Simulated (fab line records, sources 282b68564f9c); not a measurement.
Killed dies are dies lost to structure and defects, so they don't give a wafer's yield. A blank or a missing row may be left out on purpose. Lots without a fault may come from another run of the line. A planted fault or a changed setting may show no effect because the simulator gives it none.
Which tool did it? | flow rit_cmos | 7 lots, 21 wafers sampled, at 2 steps of a route of 202

WHAT THE GAUGES READ, wafer by wafer
RIT_ACTIVE_THK_MEAS_04.
lot  | measured    | on            | ACTIVE_NITRIDE_THK (nm)
L984 | day 1 20:02 | film_metro-03 | 151.0 150.9 151.1
L986 | day 2 04:57 | film_metro-01 | 148.9 148.6 149.1
L988 | day 2 14:32 | film_metro-01 | 150.8 152.0 151.9
L992 | day 3 11:16 | film_metro-02 | 148.1 149.2 150.0
L994 | day 3 20:40 | film_metro-03 | 249.8 249.3 249.0 249.9 249.5 249.2
L996 | day 4 08:44 | film_metro-01 | 148.9 149.3 149.3
L103 | day 5 17:48 | film_metro-03 | 147.7 148.2 148.5

WHICH TOOL RAN EACH LOT (tool, then ch and the chambers of the sampled wafers, then the start)
lot  | RIT_ACTIVE_CVD_03
L984 | lpcvd-01 ch 1, day 1 18:36
L986 | lpcvd-02 ch 1, day 2 03:31
L988 | lpcvd-01 ch 1, day 2 13:07
L992 | lpcvd-02 ch 1, day 3 09:50
L994 | lpcvd-01 ch 0, day 3 19:14
L996 | lpcvd-02 ch 0, day 4 07:19
L103 | lpcvd-02 ch 0, day 5 16:22
- RIT_ACTIVE_CVD_03: deposits Si3N4 from SiH2Cl2/NH3, target thk 150 nm, time 1500 s.

THE ANSWER, worked out from the rows above alone
Rule: what is usual is taken from the lots themselves. Put in order of their means at a reading, lots are off if they are a third of the lots or fewer, leave a main group of 4 or more, and stand apart from it by a gap of 3 or more times the standard deviation of the main group's means; of several such gaps the widest counts. A main group whose means are all the same, to the digits that the tables above print for the reading, isn't used. A lot without any number at a reading at which 4 lots or more have one is off too. The other lots that the step has rows for count as sound.
Off: L994, at RIT_ACTIVE_THK_MEAS_04 (ACTIVE_NITRIDE_THK). The main group: mean 149.6 nm, standard deviation 1.2.
A tool fits if, at a process step before that reading, it ran every lot that is off, and no sound lot after the first of them. The gauges at RIT_ACTIVE_THK_MEAS_04 are tried like those tools. One fits: lpcvd-01 at RIT_ACTIVE_CVD_03. Its last sound lot is L988 (day 2 13:07), its first lot that is off L994 (day 3 19:14): a fault that began between those two fits.

WHAT THE SIMULATOR HAD PUT IN
Process parameter drift: lpcvd-01, from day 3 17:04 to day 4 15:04, at RIT_ACTIVE_CVD_03. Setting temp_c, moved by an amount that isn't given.
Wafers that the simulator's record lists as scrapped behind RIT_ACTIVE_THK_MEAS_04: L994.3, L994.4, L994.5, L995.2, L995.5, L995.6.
Lots struck among those shown: L994. The rule above found the same.
